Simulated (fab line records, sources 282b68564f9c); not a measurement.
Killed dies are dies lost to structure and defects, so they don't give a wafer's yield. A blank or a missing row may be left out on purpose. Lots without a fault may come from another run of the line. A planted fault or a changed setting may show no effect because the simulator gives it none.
Split-lot experiment | flow rit_cmos | 5 lots, 23 wafers read, on a route of 202 steps

THE SPLIT
At RIT_PWELL_SOFTBAKE_02 (time 60 s), the setting temp_c was moved away from the recipe's 90 C on 8 of the 23 wafers read, by -3.8% to +3.7%. The other wafers ran this setting at the recipe's value.

FROM THE SPLIT TO THE READING: what the file shows between them, 2 steps
- RIT_PWELL_EXPOSE_03: exposes mask M3, target cd 43700 nm
- RIT_PWELL_PEB_04

THE READING
NOVOLAK_of_PWELL_COAT_01.thk_nm (the simulator's own value, which no gauge read), in nm, at RIT_PWELL_DEVELOP_05 (develop time 68 s). The file gives no usual value for it. The 15 wafers here that ran the recipe average 1281 nm, standard deviation 3.2 nm.

wafer  | tool, chamber at the split | temp_c as run, C | against the recipe | NOVOLAK_of_PWELL_COAT_01.thk_nm, nm | against lot-mates on the recipe
L078.1 | litho_track-02, 0          | 90               | recipe             | 1275                                | -
L078.5 | litho_track-02, 0          | 90               | recipe             | 1275                                | -
L078.2 | litho_track-02, 0          | 93.11            | +3.5%              | 1262                                | -13
L078.3 | litho_track-02, 0          | 93.11            | +3.5%              | 1266                                | -9
L078.4 | litho_track-02, 0          | 93.11            | +3.5%              | 1261                                | -14
L079.1 | litho_track-03, 0          | 90               | recipe             | 1281                                | -
L079.2 | litho_track-03, 0          | 86.57            | -3.8%              | 1295                                | +12
L079.3 | litho_track-03, 0          | 90               | recipe             | 1286                                | -
L079.5 | litho_track-03, 0          | 86.57            | -3.8%              | 1297                                | +14
L079.6 | litho_track-03, 0          | 86.57            | -3.8%              | 1298                                | +14
L081.3 | litho_track-02, 0          | 90               | recipe             | 1281                                | -
L081.4 | litho_track-02, 0          | 90               | recipe             | 1286                                | -
L081.6 | litho_track-02, 0          | 90               | recipe             | 1278                                | -
L082.1 | litho_track-04, 0          | 90               | recipe             | 1280                                | -
L082.3 | litho_track-04, 0          | 90               | recipe             | 1282                                | -
L082.4 | litho_track-04, 0          | 90               | recipe             | 1282                                | -
L082.5 | litho_track-04, 0          | 93.36            | +3.7%              | 1267                                | -14
L082.6 | litho_track-04, 0          | 93.36            | +3.7%              | 1269                                | -12
L084.1 | litho_track-03, 0          | 90               | recipe             | 1282                                | -
L084.3 | litho_track-03, 0          | 90               | recipe             | 1282                                | -
L084.2 | litho_track-03, 0          | 90               | recipe             | 1280                                | -
L084.5 | litho_track-03, 0          | 90               | recipe             | 1284                                | -
L084.6 | litho_track-03, 0          | 90               | recipe             | 1279                                | -

THE FIT
A straight line over all 23 wafers: NOVOLAK_of_PWELL_COAT_01.thk_nm changes by -4.29 nm for each +1% of temp_c; r = -0.95; the points scatter about the line by 3.2 nm.
The same after taking each lot's own level away (the mean of its wafers on the recipe; 23 wafers): -3.49 nm for each +1%; r = -0.97; scatter 2 nm.
On that fit, the largest move of temp_c shifts the reading by 13 nm.
The lots' own levels span 1275.0 to 1283.5 nm, that is 2.7 times the standard deviation above.
So the lot-to-lot level changes the slope: the two fits differ.
Check: with one of the wafers moved furthest among these (-3.8%) left out of the fit, the line predicts +13.7 nm for it against its lot-mates. It came out at +11.5 nm against them.

OTHER SPLITS ON THESE WAFERS
These wafers also went through other splits before the reading. Each is held against what the fit with the lots' levels taken away leaves over:
other split on the same wafers   | wafers away from the commonest value | r with NOVOLAK_of_PWELL_COAT_01.thk_nm (lot level and that fit taken away)
RIT_ACTIVE_CVD_03 temp_c         | 18                                   | +0.02
RIT_ACTIVE_DEVELOP_10 dev_temp_c | 7                                    | +0.11
RIT_NWELL_SOFTBAKE_02 temp_c     | 7                                    | +0.06

THE FILE'S OWN FIT
NOVOLAK_of_PWELL_COAT_01.thk_nm changes by -3.55 nm for each +1% of temp_c, r = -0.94.
